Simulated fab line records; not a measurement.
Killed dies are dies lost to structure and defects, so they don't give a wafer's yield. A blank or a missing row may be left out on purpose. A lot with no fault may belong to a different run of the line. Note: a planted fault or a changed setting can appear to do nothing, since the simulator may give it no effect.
What tool caused it? / flow ritCmos / 15 lots with 45 wafers sampled at 2 steps, on a route of 202 steps

WHAT THE GAUGES SHOWED, per wafer
The record holds no reading of a measuring or inspecting step that can be judged against a usual standard deviation.

WHAT TOOL EACH LOT RAN ON (gives the tool, then ch and the chambers of the sampled wafers, and finally the start)
lot=L540; RIT_SILICIDE_WET_ETCH_00=wetBench-01 ch 0, day 3 19:08; RIT_M1_PROBE_99=-
lot=L541; RIT_SILICIDE_WET_ETCH_00=wetBench-03 ch 2, day 4 03:30; RIT_M1_PROBE_99=-
lot=L543; RIT_SILICIDE_WET_ETCH_00=wetBench-03 ch 2, day 4 14:37; RIT_M1_PROBE_99=-
lot=L545; RIT_SILICIDE_WET_ETCH_00=wetBench-03 ch 0, day 4 23:49; RIT_M1_PROBE_99=-
lot=L546; RIT_SILICIDE_WET_ETCH_00=wetBench-03 ch 0, day 5 02:23; RIT_M1_PROBE_99=prober-02, day 5 09:28
lot=L548; RIT_SILICIDE_WET_ETCH_00=wetBench-01 ch 0, day 5 15:15; RIT_M1_PROBE_99=prober-01, day 5 22:15
lot=L549; RIT_SILICIDE_WET_ETCH_00=wetBench-04 ch 1, day 5 20:43; RIT_M1_PROBE_99=prober-02, day 6 03:45
lot=L551; RIT_SILICIDE_WET_ETCH_00=wetBench-01 ch 0, day 6 05:51; RIT_M1_PROBE_99=prober-02, day 6 13:01
lot=L552; RIT_SILICIDE_WET_ETCH_00=wetBench-01 ch 2, day 6 07:28; RIT_M1_PROBE_99=prober-01, day 6 14:44
lot=L553; RIT_SILICIDE_WET_ETCH_00=wetBench-01 ch 0, day 6 13:04; RIT_M1_PROBE_99=prober-02, day 6 20:05
lot=L556; RIT_SILICIDE_WET_ETCH_00=wetBench-01 ch 2, day 7 06:04; RIT_M1_PROBE_99=-
lot=L557; RIT_SILICIDE_WET_ETCH_00=wetBench-03 ch 2, day 7 08:37; RIT_M1_PROBE_99=-
lot=L558; RIT_SILICIDE_WET_ETCH_00=wetBench-04 ch 0, day 7 15:07; RIT_M1_PROBE_99=-
lot=L559; RIT_SILICIDE_WET_ETCH_00=wetBench-03 ch 3, day 7 21:04; RIT_M1_PROBE_99=-
lot=L560; RIT_SILICIDE_WET_ETCH_00=wetBench-01 ch 1, day 7 22:41; RIT_M1_PROBE_99=prober-01, day 8 05:57
- RIT_SILICIDE_WET_ETCH_00: etches SiO2 in BOE, target depth 14 nm, time 15 s.
- RIT_M1_PROBE_99

AS READ BY THE TOOLS THEMSELVES (means over the sampled wafers that have a number; for cases with no such wafer, the mark the record gives instead)
RIT_SILICIDE_WET_ETCH_00. Usual: bathHeatDutyPct 1.8 %, standard deviation 0.41; tempC 21.50 C, standard deviation 0.093.
lot=L540; tool=wetBench-01; bathHeatDutyPct (%)=2.2; tempC (C)=21.52; flag=
lot=L541; tool=wetBench-03; bathHeatDutyPct (%)=1.4; tempC (C)=21.42; flag=
lot=L543; tool=wetBench-03; bathHeatDutyPct (%)=1.5; tempC (C)=21.59; flag=
lot=L545; tool=wetBench-03; bathHeatDutyPct (%)=1.7; tempC (C)=21.56; flag=
lot=L546; tool=wetBench-03; bathHeatDutyPct (%)=1.7; tempC (C)=21.52; flag=
lot=L548; tool=wetBench-01; bathHeatDutyPct (%)=1.8; tempC (C)=21.50; flag=
lot=L549; tool=wetBench-04; bathHeatDutyPct (%)=1.2; tempC (C)=21.57; flag=
lot=L551; tool=wetBench-01; bathHeatDutyPct (%)=-; tempC (C)=-; flag=OFF
lot=L552; tool=wetBench-01; bathHeatDutyPct (%)=-; tempC (C)=-; flag=OFF
lot=L553; tool=wetBench-01; bathHeatDutyPct (%)=-; tempC (C)=-; flag=OFF
lot=L556; tool=wetBench-01; bathHeatDutyPct (%)=2.1; tempC (C)=21.53; flag=
lot=L557; tool=wetBench-03; bathHeatDutyPct (%)=1.6; tempC (C)=21.49; flag=
lot=L558; tool=wetBench-04; bathHeatDutyPct (%)=2.1; tempC (C)=21.60; flag=
lot=L559; tool=wetBench-03; bathHeatDutyPct (%)=1.4; tempC (C)=21.52; flag=
lot=L560; tool=wetBench-01; bathHeatDutyPct (%)=1.7; tempC (C)=21.37; flag=

RIT_M1_PROBE_99. Usual: killed_at_M0_to_M3 0.0, standard deviation 0.16; killedAtContacts 0.0, standard deviation 0.2; killedAtFrontEnd 7.2, standard deviation 2.5; killedDies 7.3, standard deviation 2.5; killedOnRim 2.0, standard deviation 1.4; killedOpen 3.8, standard deviation 1.9; killedShort 3.5, standard deviation 1.8.
lot=L546 tool=prober-02 killed_at_M0_to_M3=0.0 killedAtContacts=0.0 killedAtFrontEnd=5.0 killedDies=5.0 killedOnRim=1.0 killedOpen=3.7 killedShort=1.3 flag=
lot=L548 tool=prober-01 killed_at_M0_to_M3=0.0 killedAtContacts=0.3 killedAtFrontEnd=9.3 killedDies=9.7 killedOnRim=3.0 killedOpen=6.7 killedShort=3.0 flag=
lot=L549 tool=prober-02 killed_at_M0_to_M3=0.0 killedAtContacts=0.0 killedAtFrontEnd=8.7 killedDies=8.7 killedOnRim=2.3 killedOpen=3.0 killedShort=5.7 flag=
lot=L551 tool=prober-02 killed_at_M0_to_M3=0.0 killedAtContacts=0.0 killedAtFrontEnd=264.0 killedDies=264.0 killedOnRim=70.0 killedOpen=2.7 killedShort=4.0 flag=OFF
lot=L552 tool=prober-01 killed_at_M0_to_M3=0.0 killedAtContacts=0.0 killedAtFrontEnd=264.0 killedDies=264.0 killedOnRim=70.0 killedOpen=3.7 killedShort=4.7 flag=OFF
lot=L553 tool=prober-02 killed_at_M0_to_M3=0.3 killedAtContacts=0.0 killedAtFrontEnd=263.7 killedDies=264.0 killedOnRim=70.0 killedOpen=4.3 killedShort=4.7 flag=OFF
lot=L560 tool=prober-01 killed_at_M0_to_M3=0.0 killedAtContacts=0.0 killedAtFrontEnd=5.7 killedDies=5.7 killedOnRim=1.7 killedOpen=3.0 killedShort=2.7 flag=

THE ANSWER, worked out from the rows above alone
Rule: lot off if the mean of its wafers having a number is beyond 3 standard deviations from the usual mean. A lot without any number at a reading at which 4 lots or more have one is off too. The other lots that the step has rows for count as sound. First the gauges in route order, then the tools' own readings, where a lot's mean is used as printed above. The first step at which some lot is off is used, and at that step the reading that is off furthest; a lot without a number counts as furthest.
Off, at RIT_SILICIDE_WET_ETCH_00 on bathHeatDutyPct: L551, L552, L553. Without a number there: L551, L552, L553.
If a tool, at that step or one of the process steps before it, ran each lot that is off and ran no sound lot following the first of them, it fits. No candidate that was tried fits.

WHAT THE SIMULATOR HAD PUT IN
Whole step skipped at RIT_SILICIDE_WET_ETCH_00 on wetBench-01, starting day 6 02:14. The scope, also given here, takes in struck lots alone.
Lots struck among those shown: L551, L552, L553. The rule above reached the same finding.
